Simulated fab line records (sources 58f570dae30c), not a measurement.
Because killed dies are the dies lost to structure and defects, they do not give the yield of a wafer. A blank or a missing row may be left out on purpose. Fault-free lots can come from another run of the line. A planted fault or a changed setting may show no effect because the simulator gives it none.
Which tool is to blame? | flow berkeleyCmos170 | Sampling: 16 lots, 48 wafers, 4 of 331 route steps

## WHAT EACH GAUGE READ, for each wafer
UCB170_NWELL_THK_MEAS_02. Usual: NWELL_OXIDE_THK typically reads 26.5 nm, with standard deviation 0.52.
lot  | measured    | on           | NWELL_OXIDE_THK (nm) | flag
L427 | day 1 22:14 | filmMetro-01 | 25.9 25.8 25.8       | 
L428 | day 2 03:31 | filmMetro-02 | 26.4 26.6 26.0       | 
L429 | day 2 10:41 | filmMetro-02 | 26.7 27.3 26.8       | 
L430 | day 2 16:06 | filmMetro-03 | 26.0 26.3 26.1       | 
L432 | day 3 06:16 | filmMetro-01 | 26.1 26.1 26.6       | 
L435 | day 3 14:47 | filmMetro-02 | 25.7 26.7 26.2       | 
L434 | day 3 14:47 | filmMetro-01 | 25.3 25.8 25.2       | 
L436 | day 3 23:08 | filmMetro-01 | 26.9 27.1 27.1       | 
L437 | day 3 23:08 | filmMetro-02 | 26.9 26.7 26.8       | 
L438 | day 4 07:50 | filmMetro-01 | 27.2 27.0 26.8       | 
L441 | day 4 21:35 | filmMetro-02 | 26.9 26.2 26.7       | 
L443 | day 5 07:13 | filmMetro-03 | 26.9 26.9 26.9       | 
L444 | day 5 15:28 | filmMetro-01 | 26.9 26.8 26.7       | 
L445 | day 5 18:22 | filmMetro-02 | 26.6 26.3 26.7       | 
L447 | day 6 05:03 | filmMetro-01 | 26.0 25.7 26.0       | 
L448 | day 6 11:35 | filmMetro-02 | 26.9 27.2 27.1       | 

UCB170_PWELL_THK_MEAS_03. Usual: PWELL_OXIDE_THK typically reads 26.5 nm, with standard deviation 0.58.
lot  | measured    | on           | PWELL_OXIDE_THK (nm) | flag
L427 | day 2 13:30 | filmMetro-04 | 27.2 26.9 27.2       | 
L428 | day 3 02:19 | filmMetro-04 | 26.1 26.3 25.8       | 
L429 | day 3 02:20 | filmMetro-03 | 26.0 26.4 25.9       | 
L430 | day 3 12:41 | filmMetro-01 | 26.0 25.4 26.2       | 
L432 | day 4 00:29 | filmMetro-04 | 26.4 26.3 26.3       | 
L435 | day 4 06:02 | filmMetro-03 | 25.6 25.5 25.3       | 
L434 | day 4 06:02 | filmMetro-01 | 26.5 26.6 26.0       | 
L436 | day 4 14:35 | filmMetro-01 | 27.4 27.0 27.2       | 
L437 | day 4 14:36 | filmMetro-03 | 27.7 27.2 27.4       | 
L438 | day 5 00:32 | filmMetro-01 | 27.1 27.0 26.7       | 
L441 | day 5 15:41 | filmMetro-04 | 27.0 26.9 27.2       | 
L443 | day 6 02:13 | filmMetro-01 | 26.7 26.5 26.9       | 
L444 | day 6 08:52 | filmMetro-01 | 26.4 26.9 26.3       | 
L445 | day 6 08:52 | filmMetro-04 | 25.6 25.6 25.6       | 
L447 | day 6 20:31 | filmMetro-04 | 26.3 26.2 25.5       | 
L448 | day 7 04:28 | filmMetro-01 | 26.5 26.8 26.6       | 

UCB170_PFIELD_OVL_MEAS_06. Usual: PFIELD_OVL typically reads -1 nm, with standard deviation 4.8.
lot  | measured    | on         | PFIELD_OVL (nm) | flag
L427 | day 4 06:40 | overlay-01 | -4 -2 2         | 
L428 | day 4 21:10 | overlay-01 | -4 -3 1         | 
L429 | day 4 21:37 | overlay-01 | 5 4 4           | 
L430 | day 5 01:35 | overlay-01 | -4 -2 -7        | 
L432 | day 5 07:59 | overlay-01 | 3 0 2           | 
L435 | day 5 19:09 | overlay-01 | 0 -4 1          | 
L434 | day 5 19:26 | overlay-01 | -1 -4 3         | 
L436 | day 6 06:35 | overlay-01 | -1 -6 -9        | 
L437 | day 6 06:07 | overlay-01 | -5 -7 -4        | 
L438 | day 6 16:50 | overlay-01 | 4 1 -4          | 
L441 | day 7 10:05 | overlay-01 | 1 0 3           | 
L443 | day 7 21:09 | overlay-01 | 0 -3 1          | 
L444 | day 7 21:26 | overlay-01 | 1 6 -4          | 
L445 | day 7 20:55 | overlay-02 | -6 1 -3         | 
L447 | day 8 21:51 | overlay-02 | -5 -2 6         | 
L448 | day 8 21:35 | overlay-01 | 0 5 -2          | 

## EACH LOT AND THE TOOL THAT RAN IT (in order: tool; ch and the chambers of the sampled wafers; start)
lot  | UCB170_PFIELD_EXPOSE_03
L427 | krfScanner-01 ch 0, day 4 06:17
L428 | krfScanner-02 ch 0, day 4 20:11
L429 | krfScanner-01 ch 0, day 4 20:27
L430 | krfScanner-01 ch 0, day 5 00:35
L432 | krfScanner-01 ch 0, day 5 07:36
L435 | krfScanner-01 ch 0, day 5 18:46
L434 | krfScanner-02 ch 0, day 5 19:01
L436 | krfScanner-02 ch 0, day 6 06:02
L437 | krfScanner-01 ch 0, day 6 05:37
L438 | krfScanner-01 ch 0, day 6 16:26
L441 | krfScanner-01 ch 0, day 7 09:34
L443 | krfScanner-01 ch 0, day 7 20:46
L444 | krfScanner-01 ch 0, day 7 20:53
L445 | krfScanner-02 ch 0, day 7 20:19
L447 | krfScanner-01 ch 0, day 8 21:30
L448 | krfScanner-02 ch 0, day 8 21:01
- UCB170_PFIELD_EXPOSE_03: exposes mask PFIELD, target cd 1500 nm.

## WHAT THE TOOLS THEMSELVES READ (means of the sampled wafers that have a number; where no wafer has one, the mark that the record gives instead)
UCB170_PFIELD_EXPOSE_03. Usual: 30.00 for exposureDoseMJCm2, sd 0.03.
lot  | tool          | exposureDoseMJCm2 | flag
L427 | krfScanner-01 | 30.02             | 
L428 | krfScanner-02 | 29.98             | 
L429 | krfScanner-01 | 29.99             | 
L430 | krfScanner-01 | 30.06             | 
L432 | krfScanner-01 | 30.04             | 
L435 | krfScanner-01 | 30.00             | 
L434 | krfScanner-02 | 30.00             | 
L436 | krfScanner-02 | 30.00             | 
L437 | krfScanner-01 | 30.01             | 
L438 | krfScanner-01 | 30.03             | 
L441 | krfScanner-01 | 35.21             | OFF
L443 | krfScanner-01 | 35.23             | OFF
L444 | krfScanner-01 | 35.24             | OFF
L445 | krfScanner-02 | 29.98             | 
L447 | krfScanner-01 | 35.22             | OFF
L448 | krfScanner-02 | 29.99             | 

## THE ANSWER, worked out from the rows above alone
Rule: a lot counts as off when the mean over its wafers that have a number is more than 3 standard deviations away from the usual mean. A lot without any number at a reading at which 4 lots or more have one is off too. All remaining lots with rows at the step are treated as sound. After the gauges, taken in route order, come the tools' own readings; for these a lot's mean is taken, as printed above. At the first step where some lot is off, the reading lying furthest off is the one used; lots without a number count as furthest.
Off at UCB170_PFIELD_EXPOSE_03 (exposureDoseMJCm2): L441, L443, L444, L447.
If a tool, at that step or one of the process steps before it, ran each lot that is off and ran no sound lot following the first of them, it fits. One fits: krfScanner-01 at UCB170_PFIELD_EXPOSE_03. A fault onset in the window from L438 (day 6 16:26, its last sound lot) to L441 (day 7 09:34, its first lot off) fits.
The tool's own readings at UCB170_PFIELD_EXPOSE_03 bear it out: on the lots that are off they differ by more than 5 times the standard deviation of the sound lots' means. exposureDoseMJCm2 reads 35.23 there against 30.01 on the sound lots.

## WHAT THE SIMULATOR HAD PUT IN
Process parameter drift: krfScanner-01, from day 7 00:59 on, at UCB170_PFIELD_EXPOSE_03. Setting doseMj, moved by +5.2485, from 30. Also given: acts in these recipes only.
Shown lots that were struck: L441, L443, L444, L447. The rule above reached the same finding.
